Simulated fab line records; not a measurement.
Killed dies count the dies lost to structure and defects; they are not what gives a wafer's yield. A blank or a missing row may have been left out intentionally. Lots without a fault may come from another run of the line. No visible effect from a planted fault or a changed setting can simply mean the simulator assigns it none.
Matching of chambers -- flow berkeley_cmos170 -- UCB170_GATE_ETCH_15 on rie_si-01 has 4 sister chambers
The step etches poly-Si in HBr/Cl2, stops on SiO2, time 56.3 s, target depth 278.2 nm. 14 wafers are shown with their chamber, then 7 later ones without.

WAFERS, EACH WITH ITS CHAMBER
wafer,chamber,throttle_valve_pct (%),drypump_motor_current_A (A),oes_product_au (a.u.)
L252.1,2,26.5,4.9,0.816
L252.2,0,26.0,6.2,0.809
L252.6,3,26.7,5.9,0.847
L255.2,3,26.6,5.9,0.821
L255.3,0,26.0,6.2,0.810
L255.5,3,26.7,5.9,0.831
L257.1,0,26.0,6.1,0.803
L257.2,2,26.5,5.0,0.810
L257.5,0,26.0,6.1,0.810
L262.1,1,26.3,5.8,0.833
L262.4,0,26.0,6.2,0.814
L262.5,3,26.6,5.9,0.828
L265.2,0,26.0,6.2,0.806
L265.3,1,26.3,5.8,0.833

SIGNATURES (averages over the wafers above)
reading,chamber 0,chamber 1,chamber 2,chamber 3,scatter within a chamber
throttle_valve_pct,26.000,26.300,26.500,26.650,0.0316
drypump_motor_current_A,6.167,5.800,4.950,5.900,0.0428
oes_product_au,0.80867,0.83300,0.81300,0.83175,0.00672
Rule: for a wafer and a chamber, the distance is found by dividing, reading by reading, the gap between the wafer's reading and the chamber's mean by the reading's scatter, squaring, summing and taking the root. The wafer belongs to the nearest chamber; if the next one is less than 2 further off, it can't be placed. The scatter: the root of (the sum of the squares of (reading less its chamber's mean) over the shown wafers, divided by (wafers less chambers)).

WAFERS WITH NO CHAMBER GIVEN
wafer,throttle_valve_pct (%),drypump_motor_current_A (A),oes_product_au (a.u.)
L265.5,26.3,5.8,0.841
L273.2,26.3,5.8,0.843
L273.4,26.0,6.1,0.834
L273.5,26.0,6.2,0.816
L274.1,26.0,6.2,0.817
L274.2,26.3,5.8,0.840
L274.3,26.7,5.9,0.848

WHICH CHAMBER EACH WENT THROUGH
wafer,from the rows above,in truth
L265.5,1,1
L273.2,1,1
L273.4,0,0
L273.5,0,0
L274.1,0,0
L274.2,1,1
L274.3,3,3
Placed correctly: 7 of 7. Can't be placed from these rows: 0. Wrongly placed: 0.
